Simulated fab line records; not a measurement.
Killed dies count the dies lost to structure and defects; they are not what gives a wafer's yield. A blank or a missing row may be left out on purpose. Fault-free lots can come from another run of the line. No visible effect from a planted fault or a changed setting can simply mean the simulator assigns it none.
Problem report in the 8D (eight disciplines) form, filled by code || flow berkeley-cmos170 || the parts of the form that need people (team, actions taken, sign-off) are left out

== 1. PROBLEM STATEMENT ==
exposure-dose-mJ-cm2 at UCB170_V1_EXPOSE_09 reads a mean of 36.90 on 1 wafer of 1 lot; wafers without a fault read 37.07 with a standard deviation of 0.039. That puts it -4.4 standard deviations away from the usual mean.
The step: exposes mask VIA1, target cd 700 nm.
The first sign was on wafer L854.5 at day 11 06:38, on krf-scanner-02. The record has a number at this step for 37 wafers belonging to 13 lots. Rule for "out", or "out of limits": more than 4 standard deviations from the usual mean. Any other wafer with a number is counted as sound.

== 2. WHAT IT IS AND WHAT IT IS NOT ==
{"question": "which readings at this step", "is": "exposure-dose-mJ-cm2", "is not": "-"}
{"question": "which lots", "is": "L854", "is not": "L840, L841, L842, L843, L844, L846, L847, L849, L851, L860, L862, L863"}
{"question": "which wafers of those lots", "is": "all that have a number", "is not": "-"}
{"question": "read on which tools", "is": "krf-scanner-02", "is not": "krf-scanner-01"}
{"question": "when", "is": "from day 11 06:38", "is not": "up to then (27 sound wafers); but 9 sound wafers of L860, L862, L863 came after"}

== 3. SUSPECTS, AND WHAT RULES EACH OUT ==
Counting: a tool at any process step up to the reading remains a suspect when it ran all the lots that are out and ran no sound lot after the first of those.
- rie-diel-02 at UCB170_ZERO_ETCH_06 (etches SiO2 in CHF3/CF4/Ar, time 12 s): kept. It ran the lot that is out, L854 (day 4 21:56), and no sound lot after that; its last sound lot up to then is L851 (day 4 01:32).
- krf-scanner-02 at UCB170_V1_EXPOSE_09 (exposes mask VIA1, target cd 700 nm): kept. It ran the lot that is out, L854 (day 11 06:38), and no sound lot after that; its last sound lot up to then is L840 (day 8 12:55). On those wafers its own readings are out: exposure-dose-mJ-cm2.
Remaining after the count are rie-diel-02 at UCB170_ZERO_ETCH_06 and krf-scanner-02 at UCB170_V1_EXPOSE_09.

== 4. THE CAUSE (what the simulator had put in) ==
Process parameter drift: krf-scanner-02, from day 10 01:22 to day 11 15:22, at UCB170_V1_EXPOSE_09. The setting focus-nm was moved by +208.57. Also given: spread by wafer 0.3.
After counting, 2 suspects remain, this tool included.

== 5. THE CHAIN OF EFFECTS, in route order ==
Each row: a reading where the mean over the struck wafers with a number is more than 3 standard deviations away from the usual. Only readings for which the record gives a usual standard deviation are gone through. hours: the time from each lot's start at the first step in this table that gives one to its start at this step, as a median over the lots. sigmas: the change in usual standard deviations.
{"hours": 0, "step": "UCB170_V1_EXPOSE_09", "reading": "exposure-dose-mJ-cm2", "usual": 37.07, "on struck wafers": 36.90, "change": -0.17, "sigmas": -4.4}
Process steps it contains:
- UCB170_V1_EXPOSE_09: exposes mask VIA1, target cd 700 nm.

== 6. HOW IT WOULD HAVE BEEN CAUGHT EARLIER ==
In this record the first reading out of limits was taken at day 11 06:38, 29 hours after the fault began at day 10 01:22.
